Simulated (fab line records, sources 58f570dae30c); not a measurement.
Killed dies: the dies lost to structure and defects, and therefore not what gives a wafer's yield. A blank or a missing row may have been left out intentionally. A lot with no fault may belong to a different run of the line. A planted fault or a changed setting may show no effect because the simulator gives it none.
Which of the tools did it?	flow berkeley_cmos170	route of 331 steps, sampled at 1 step: 14 lots, 42 wafers

== WHAT THE GAUGES SHOWED, per wafer ==
UCB170_M1_CD_MEAS_09: target cd 700 nm. Usual: cd_nm at 700.1 nm, with a standard deviation of 1.2.
lot	measured	on	cd_nm (nm)	flag
L399	day 8 06:13	cd_sem-01	698.1 700.7 699.6	
L400	day 8 16:25	cd_sem-01	699.6 699.4 700.4	
L403	day 9 00:00	cd_sem-01	697.9 698.6 698.2	
L401	day 9 00:07	cd_sem-01	702.0 700.3 700.1	
L402	day 9 01:52	cd_sem-01	700.1 700.7 699.6	
L406	day 9 16:11	cd_sem-01	701.4 702.1 701.6	
L405	day 9 20:21	cd_sem-01	700.8 700.4 701.8	
L415	day 11 13:02	cd_sem-01	699.9 699.4 698.9	
L413	day 11 14:56	cd_sem-02	700.6 699.7 699.3	
L416	day 13 03:30	cd_sem-02	700.4 699.9 701.8	
L417	day 13 03:43	cd_sem-02	698.5 699.0 698.8	
L418	day 13 13:35	cd_sem-01	698.1 697.2 698.5	
L419	day 13 13:54	cd_sem-02	699.5 698.6 699.3	
L420	day 13 20:18	cd_sem-01	701.0 701.6 700.3	

== EACH LOT AND THE TOOL THAT RAN IT (in order: tool; ch and the chambers of the sampled wafers; start) ==
The record shows no process step preceding these readings.

== WHAT THE TOOLS THEMSELVES READ (means of the sampled wafers that have a number; where no wafer has one, the mark that the record gives instead) ==
The record holds no such reading with a usual standard deviation.

== THE ANSWER, worked out from the rows above alone ==
Rule: take the mean of a lot's wafers that have a number; if it is more than 3 standard deviations from the usual mean, the lot is off. A lot without any number at a reading at which 4 lots or more have one is off too. Where the step has rows for the other lots, those lots are counted as sound. After the gauges, taken in route order, come the tools' own readings; for these a lot's mean is taken, as printed above. The first step at which some lot is off is used, and at that step the reading that is off furthest; a lot without a number counts as furthest.
No lot is off at any reading shown: from this, nothing can be told.

== WHAT THE SIMULATOR HAD INSERTED ==
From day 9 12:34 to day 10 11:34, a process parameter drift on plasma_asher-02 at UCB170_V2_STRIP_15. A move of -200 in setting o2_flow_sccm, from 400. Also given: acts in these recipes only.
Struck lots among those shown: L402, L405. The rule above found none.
